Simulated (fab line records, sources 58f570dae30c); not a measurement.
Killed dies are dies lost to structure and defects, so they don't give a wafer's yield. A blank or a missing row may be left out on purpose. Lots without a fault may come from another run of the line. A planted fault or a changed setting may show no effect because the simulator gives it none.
Which tool did it? | flow berkeley_cmos170 | 13 lots, 39 wafers sampled, at 4 steps of a route of 331

WHAT THE GAUGES READ, wafer by wafer
UCB170_NVT_OVL_MEAS_06. Usual: NVT_OVL -1 nm, standard deviation 5.7.
lot  | measured     | on         | NVT_OVL (nm) | flag
L518 | day 6 11:40  | overlay-01 | -1 -3 2      |
L517 | day 6 11:56  | overlay-02 | -4 -2 -2     |
L520 | day 6 23:43  | overlay-01 | -4 2 -2      |
L523 | day 7 09:55  | overlay-02 | -2 -5 -5     |
L522 | day 7 09:56  | overlay-01 | -3 -4 -11    |
L526 | day 8 13:26  | overlay-02 | - - -        | OFF
L525 | day 8 13:38  | overlay-02 | 0 4 -6       |
L528 | day 9 07:53  | overlay-01 | 1 1 4        |
L536 | day 10 19:04 | overlay-02 | 2 -2 -4      |
L537 | day 11 01:29 | overlay-01 | 0 -1 -8      |
L538 | day 11 01:37 | overlay-02 | 5 0 2        |
L540 | day 11 14:09 | overlay-01 | 2 -2 -9      |
L539 | day 11 14:26 | overlay-01 | -9 -7 -5     |

UCB170_NVT_TW_MEAS_09. Usual: NVT_TW 522, standard deviation 6.6.
lot  | measured     | on            | NVT_TW      | flag
L518 | day 6 11:57  | film_metro-04 | 530 528 532 |
L517 | day 6 12:13  | film_metro-02 | 519 521 523 |
L520 | day 7 00:00  | film_metro-04 | 527 527 528 |
L523 | day 7 10:13  | film_metro-03 | 512 512 513 |
L522 | day 7 10:14  | film_metro-02 | 520 522 519 |
L526 | day 8 13:44  | film_metro-02 | 30 30 30    | OFF
L525 | day 8 13:56  | film_metro-04 | 530 528 526 |
L528 | day 9 08:11  | film_metro-04 | 527 526 527 |
L536 | day 10 19:22 | film_metro-04 | 533 529 529 |
L537 | day 11 01:47 | film_metro-04 | 526 529 524 |
L538 | day 11 01:53 | film_metro-04 | 529 531 527 |
L540 | day 11 14:26 | film_metro-04 | 528 530 527 |
L539 | day 11 14:43 | film_metro-02 | 520 519 517 |

UCB170_M1_CD_MEAS_09: target cd 700 nm. Usual: cd_nm 699.6 nm, standard deviation 1.5.
lot  | measured     | on        | cd_nm (nm)        | flag
L518 | day 8 13:55  | cd_sem-02 | 699.5 700.6 699.5 |
L517 | day 8 12:25  | cd_sem-01 | 700.9 701.2 700.8 |
L520 | day 8 18:31  | cd_sem-01 | 699.8 698.7 699.7 |
L523 | day 9 17:46  | cd_sem-01 | 699.7 699.0 699.3 |
L522 | day 9 13:55  | cd_sem-01 | 699.6 698.6 699.0 |
L526 | day 10 12:11 | cd_sem-02 | 699.9 696.8 698.1 |
L525 | day 10 11:52 | cd_sem-01 | 697.6 698.3 697.3 |
L528 | day 11 05:20 | cd_sem-02 | 702.0 701.5 702.9 |
L536 | day 12 17:34 | cd_sem-02 | 700.3 700.8 700.3 |
L537 | day 12 20:42 | cd_sem-01 | 697.4 699.9 698.4 |
L538 | day 12 21:12 | cd_sem-02 | 698.6 697.7 699.6 |
L540 | day 13 06:41 | cd_sem-01 | 699.1 696.8 699.2 |
L539 | day 13 10:26 | cd_sem-02 | 701.7 700.2 701.0 |

WHICH TOOL RAN EACH LOT (tool, then ch and the chambers of the sampled wafers, then the start)
lot  | UCB170_NVT_EXPOSE_03
L518 | krf_scanner-01 ch 0, day 6 11:16
L517 | krf_scanner-02 ch 0, day 6 11:31
L520 | krf_scanner-02 ch 0, day 6 23:07
L523 | krf_scanner-02 ch 0, day 7 09:08
L522 | krf_scanner-02 ch 0, day 7 09:12
L526 | krf_scanner-02 ch 0, day 8 12:52
L525 | krf_scanner-01 ch 0, day 8 13:04
L528 | krf_scanner-01 ch 0, day 9 06:37
L536 | krf_scanner-02 ch 0, day 10 18:41
L537 | krf_scanner-02 ch 0, day 11 01:06
L538 | krf_scanner-02 ch 0, day 11 01:13
L540 | krf_scanner-01 ch 0, day 11 13:17
L539 | krf_scanner-02 ch 0, day 11 13:34
- UCB170_NVT_EXPOSE_03: exposes mask PWELL, target cd 3000 nm.

WHAT THE TOOLS THEMSELVES READ (means of the sampled wafers that have a number; where no wafer has one, the mark that the record gives instead)
The record holds no such reading with a usual standard deviation.

THE ANSWER, worked out from the rows above alone
Rule: a lot is off if the mean of its wafers that have a number lies more than 3 standard deviations from the usual mean. A lot without any number at a reading at which 4 lots or more have one is off too. The other lots that the step has rows for count as sound. The gauges are gone through in route order, then the tools' own readings, and for those a lot's mean is taken as printed above. The first step at which some lot is off is used, and at that step the reading that is off furthest; a lot without a number counts as furthest.
Off: L526, at UCB170_NVT_OVL_MEAS_06 (NVT_OVL). Without a number there: L526.
A tool fits if, at a process step before that reading, it ran every lot that is off, and no sound lot after the first of them. The gauges at UCB170_NVT_OVL_MEAS_06 aren't tried: what is off there is off at UCB170_NVT_TW_MEAS_09 too, on other tools, and a gauge's error can't cause that. None of those tried fits.

WHAT THE SIMULATOR HAD PUT IN
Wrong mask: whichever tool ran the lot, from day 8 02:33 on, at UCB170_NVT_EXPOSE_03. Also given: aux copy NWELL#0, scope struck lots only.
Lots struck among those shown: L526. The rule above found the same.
